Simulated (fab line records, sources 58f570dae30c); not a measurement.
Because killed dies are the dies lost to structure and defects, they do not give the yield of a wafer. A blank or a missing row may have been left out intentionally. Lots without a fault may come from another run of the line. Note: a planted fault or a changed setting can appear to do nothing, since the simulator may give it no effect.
Which tool is to blame? -- flow berkeley-cmos170 -- 13 lots, 39 wafers sampled, at 6 steps of a route of 331

== WHAT EACH GAUGE READ, for each wafer ==
UCB170_PLDD_TW_MEAS_11. Usual: PLDD_TW 1004, standard deviation 7.1.
lot,measured,on,PLDD_TW,flag
L847,day 6 01:44,film-metro-02,1017 1012 1016,
L848,day 6 17:49,film-metro-02,1013 1012 1011,
L851,day 7 04:59,film-metro-04,999 997 999,
L850,day 7 05:20,film-metro-04,995 994 993,
L853,day 8 03:13,film-metro-04,995 996 996,
L856,day 8 09:11,film-metro-02,1005 1006 1005,
L860,day 9 01:17,film-metro-04,1000 991 999,
L861,day 9 12:25,film-metro-03,1006 1010 1017,
L865,day 10 04:43,film-metro-03,1000 997 993,
L862,day 10 04:53,film-metro-02,1005 1008 1008,
L866,day 10 11:41,film-metro-02,1005 1001 1000,
L869,day 10 17:53,film-metro-03,1001 999 999,
L868,day 10 18:41,film-metro-02,1003 1003 1005,

UCB170_SILICIDE_RS_MEAS_02: measures by four-point-probe. Usual: SILICIDE_TI_RS 26.2 ohm/sq, standard deviation 0.4.
lot,measured,on,SILICIDE_TI_RS (ohm/sq),flag
L847,day 6 13:36,film-metro-01,26.3 26.4 26.3,
L848,day 7 06:15,film-metro-01,26.2 26.8 25.8,
L851,day 7 18:04,film-metro-03,26.0 26.2 26.2,
L850,day 7 18:11,film-metro-04,26.4 26.7 26.3,
L853,day 8 13:43,film-metro-01,69.4 25.5 25.8,OFF
L856,day 8 21:55,film-metro-01,73.0 26.0 26.0,OFF
L860,day 9 14:56,film-metro-03,26.3 26.2 26.7,
L861,day 10 03:54,film-metro-03,27.0 26.5 26.4,
L865,day 10 16:44,film-metro-03,26.8 26.5 27.1,
L862,day 10 17:20,film-metro-01,26.1 25.6 26.4,
L866,day 11 03:19,film-metro-01,26.3 26.7 26.8,
L869,day 11 08:57,film-metro-01,26.3 26.1 25.9,
L868,day 11 09:04,film-metro-04,26.4 26.1 26.0,

UCB170_SILICIDE_THK_MEAS_03: measures by xrf. Usual: SILICIDE_TI_THK 29.5 nm, standard deviation 0.41.
lot,measured,on,SILICIDE_TI_THK (nm),flag
L847,day 6 13:43,film-metro-01,29.4 29.3 29.6,
L848,day 7 06:22,film-metro-01,29.4 29.0 29.9,
L851,day 7 18:11,film-metro-03,29.8 29.6 29.6,
L850,day 7 18:19,film-metro-04,29.3 29.2 29.4,
L853,day 8 13:49,film-metro-01,13.2 30.1 29.8,OFF
L856,day 8 22:00,film-metro-01,12.6 29.6 29.4,OFF
L860,day 9 15:04,film-metro-03,29.3 29.7 29.2,
L861,day 10 04:01,film-metro-03,28.7 29.1 29.3,
L865,day 10 16:52,film-metro-03,28.8 29.2 28.6,
L862,day 10 17:27,film-metro-01,29.3 29.9 29.1,
L866,day 11 03:26,film-metro-01,29.4 29.0 28.8,
L869,day 11 09:03,film-metro-01,29.3 29.6 29.8,
L868,day 11 09:11,film-metro-04,29.5 29.8 29.6,

UCB170_CONTACT_THK_MEAS_02. Usual: CONTACT_PSG_THK 698 nm, standard deviation 6.2.
lot,measured,on,CONTACT_PSG_THK (nm),flag
L847,day 6 16:40,film-metro-04,706 705 705,
L848,day 7 08:29,film-metro-02,690 692 692,
L851,day 7 22:48,film-metro-02,693 693 697,
L850,day 7 22:48,film-metro-04,697 699 697,
L853,day 8 16:03,film-metro-04,694 696 699,
L856,day 9 01:31,film-metro-04,705 708 702,
L860,day 9 17:11,film-metro-02,688 692 687,
L861,day 10 06:09,film-metro-04,701 704 698,
L865,day 10 20:40,film-metro-04,704 701 700,
L862,day 10 20:43,film-metro-01,697 697 701,
L866,day 11 05:38,film-metro-04,694 695 695,
L869,day 11 11:10,film-metro-04,695 700 695,
L868,day 11 11:20,film-metro-01,698 704 698,

== TOOL THAT RAN EACH LOT (tool first, then ch and the chambers of the sampled wafers, then the start) ==
lot,UCB170_SDANNEAL_RTA_00,UCB170_SILICIDE_SPUTTER_01
L847,"rtp-anneal-01 ch 0, day 6 12:54","pvd-sputter-03, day 6 13:34"
L848,"rtp-anneal-01 ch 0, day 7 05:32","pvd-sputter-01, day 7 06:13"
L851,"rtp-anneal-01 ch 0, day 7 17:22","pvd-sputter-03, day 7 18:02"
L850,"rtp-anneal-01 ch 0, day 7 17:29","pvd-sputter-01, day 7 18:10"
L853,"rtp-anneal-02 ch 0, day 8 12:53","pvd-sputter-01, day 8 13:40"
L856,"rtp-anneal-02 ch 0, day 8 21:11","pvd-sputter-01, day 8 21:49"
L860,"rtp-anneal-01 ch 0, day 9 14:14","pvd-sputter-01, day 9 14:54"
L861,"rtp-anneal-02 ch 0, day 10 03:10","pvd-sputter-04, day 10 03:50"
L865,"rtp-anneal-02 ch 0, day 10 16:02","pvd-sputter-04, day 10 16:43"
L862,"rtp-anneal-01 ch 0, day 10 16:38","pvd-sputter-04, day 10 17:18"
L866,"rtp-anneal-01 ch 0, day 11 02:37","pvd-sputter-03, day 11 03:17"
L869,"rtp-anneal-02 ch 0, day 11 08:14","pvd-sputter-04, day 11 08:53"
L868,"rtp-anneal-01 ch 0, day 11 08:22","pvd-sputter-03, day 11 09:02"
- UCB170_SDANNEAL_RTA_00: time 10 s.
- UCB170_SILICIDE_SPUTTER_01: material Ti, target thk 30 nm, time 25 s.

== WHAT THE TOOLS THEMSELVES READ (means of the sampled wafers that have a number; where no wafer has one, the mark that the record gives instead) ==
UCB170_SDANNEAL_RTA_00. Usual: anneal-temp-c-max 904.8, standard deviation 0.93; lamp-power-pct 25.64 %, standard deviation 0.13; wafer_temp_C_max 905.3, standard deviation 0.93.
lot,tool,anneal-temp-c-max,lamp-power-pct (%),wafer_temp_C_max,flag
L847,rtp-anneal-01,904.8,25.77,905.4,
L848,rtp-anneal-01,904.9,25.77,904.9,
L851,rtp-anneal-01,904.8,25.76,904.1,
L850,rtp-anneal-01,903.8,25.77,906.1,
L853,rtp-anneal-02,904.8,25.51,906.1,
L856,rtp-anneal-02,904.9,25.50,906.4,
L860,rtp-anneal-01,904.1,25.76,905.3,
L861,rtp-anneal-02,905.7,25.50,904.9,
L865,rtp-anneal-02,905.3,25.49,906.2,
L862,rtp-anneal-01,905.2,25.75,904.4,
L866,rtp-anneal-01,904.8,25.75,904.9,
L869,rtp-anneal-02,904.8,25.50,905.2,
L868,rtp-anneal-01,904.6,25.77,904.7,

UCB170_SILICIDE_SPUTTER_01. Usual: cathode-dc-power-W 1500.0 W, standard deviation 0.29; throttle-valve-pct 30.8 %, standard deviation 0.63.
lot,tool,cathode-dc-power-W (W),throttle-valve-pct (%),flag
L847,pvd-sputter-03,1500.0,30.7,
L848,pvd-sputter-01,1500.1,31.1,
L851,pvd-sputter-03,1499.9,31.0,
L850,pvd-sputter-01,1499.8,30.4,
L853,pvd-sputter-01,1500.0,31.2,
L856,pvd-sputter-01,1500.0,30.9,
L860,pvd-sputter-01,1499.6,30.4,
L861,pvd-sputter-04,1500.2,30.8,
L865,pvd-sputter-04,1500.2,31.1,
L862,pvd-sputter-04,1499.6,30.7,
L866,pvd-sputter-03,1500.1,30.7,
L869,pvd-sputter-04,1499.9,30.3,
L868,pvd-sputter-03,1500.0,31.2,

== THE ANSWER, worked out from the rows above alone ==
Rule: take the mean of a lot's wafers that have a number; if it is more than 3 standard deviations from the usual mean, the lot is off. Also off: a lot with no number at a reading for which 4 or more lots have one. All remaining lots with rows at the step are treated as sound. First the gauges in route order, then the tools' own readings, where a lot's mean is used as printed above. At the first step where some lot is off, the reading lying furthest off is the one used; lots without a number count as furthest.
Off: L853, L856, at UCB170_SILICIDE_RS_MEAS_02 (SILICIDE_TI_RS).
If a tool, at a process step before that reading, ran all the lots that are off and no sound lot after the first of them, it fits. Those tools and the gauges at UCB170_SILICIDE_RS_MEAS_02 are tried in the same way. None of those tried fits.

== WHAT HAD BEEN PUT IN BY THE SIMULATOR ==
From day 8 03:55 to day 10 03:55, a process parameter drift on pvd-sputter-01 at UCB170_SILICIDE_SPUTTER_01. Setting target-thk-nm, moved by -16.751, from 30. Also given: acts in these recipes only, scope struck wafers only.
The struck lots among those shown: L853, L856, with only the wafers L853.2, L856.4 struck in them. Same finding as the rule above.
